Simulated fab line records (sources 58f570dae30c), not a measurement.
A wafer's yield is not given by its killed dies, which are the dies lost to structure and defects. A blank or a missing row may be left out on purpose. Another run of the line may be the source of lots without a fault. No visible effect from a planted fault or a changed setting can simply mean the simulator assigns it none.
A single fault, viewed from 2 desks :: flow berkeley_cmos170 :: numbers are kept per desk, each desk with only its own; the story behind them comes last

THE METROLOGY DESK
What the gauges read, lot by lot, whatever tool the lot ran on: means of the sampled wafers that have a number. The brackets show how far a lot's mean lies from the usual mean; more than 4 standard deviations puts the lot out of limits, marked OUT.
Columns: A = M1_OVL at UCB170_M1_OVL_MEAS_10, usual -2 nm; B = cd_nm at UCB170_M1_CD_MEAS_90, usual 699.7 nm; C = V1_TEOS_THK at UCB170_V1_THK_MEAS_01, usual 2007 nm
lot: L514
first seen here: day 8 06:14
A: 1
B: 697.6
C: 1997

lot: L516
first seen here: day 8 22:05
A: -10
B: 695.7
C: 2026

lot: L515
first seen here: day 8 22:14
A: -4
B: 698.5
C: 1997

lot: L517
first seen here: day 9 15:15
A: -4
B: 694.5
C: 1982

lot: L522
first seen here: day 9 16:10
A: -3
B: 700.7
C: 1976

lot: L520
first seen here: day 9 16:42
A: 2
B: 694.2
C: 2000

lot: L523
first seen here: day 10 09:10
A: -8
B: 699.6
C: 1991

lot: L527
first seen here: day 11 09:06
A: -2
B: 701.5
C: 2027

lot: L531
first seen here: day 12 03:40
A: 2
B: 701.9
C: 2041

lot: L532
first seen here: day 12 05:10
A: -1
B: 697.0
C: 2038

lot: L530
first seen here: day 12 06:05
A: -2
B: 702.1
C: 1991

lot: L535
first seen here: day 12 20:44
A: 2
B: 702.9
C: 1999

lot: L534
first seen here: day 12 20:54
A: 3
B: 700.4
C: 2004

lot: L537
first seen here: day 13 00:36
A: -1
B: 705.9
C: 2002
This desk found nothing out of limits on any of the 14 lots.

FOR THE TOOL OWNER'S DESK: rie_diel-02
The tool's own readings at UCB170_M1_ETCH_11 (etches BARC in N2/H2): means of the sampled wafers that have a number, for each lot that ran on this tool. The brackets show how far a lot's mean lies from the usual mean; more than 4 standard deviations puts the lot out of limits, marked OUT.
Columns: A = bias_w at UCB170_M1_ETCH_11, usual 100.0 W; B = drypump_motor_current_A at UCB170_M1_ETCH_11, usual 5.7 A; C = oes_product_au at UCB170_M1_ETCH_11, usual 0.996 a.u.; D = throttle_valve_pct at UCB170_M1_ETCH_11, usual 13.36 %
lot: L514
first seen here: day 8 06:16
A: 100.2
B: 5.8
C: 1.011
D: 13.34

lot: L517
first seen here: day 9 15:17
A: 100.0
B: 5.5
C: 1.008
D: 13.36

lot: L522
first seen here: day 9 16:12
A: 100.2
B: 5.9
C: 0.996
D: 13.40

lot: L520
first seen here: day 9 16:44
A: 100.1
B: 5.8
C: 1.236 (+10) OUT
D: 13.43

lot: L523
first seen here: day 10 09:12
A: 100.0
B: 5.8
C: 1.222 (+9.8) OUT
D: 13.45
This desk finds L520, L523 out of limits, L520 being first, at day 9 16:44 (oes_product_au at UCB170_M1_ETCH_11). Within limits: L514, L517, L522.

PUT TOGETHER
The tool owner's desk could have raised an alarm at day 9 16:44, on L520, L523.
Metrology desk: nothing out of limits seen.
The metrology desk has L520, L523 on record, within its limits.
Every lot named ran UCB170_M1_ETCH_11 on rie_diel-02.

WHAT THE SIMULATOR PUT IN
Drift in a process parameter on rie_diel-02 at UCB170_M1_ETCH_11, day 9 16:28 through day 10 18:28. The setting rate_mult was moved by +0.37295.
Lots struck among those shown: L520, L523.
Hours from the fault's start to each desk's first reading out of limits: the tool owner's desk, 0.
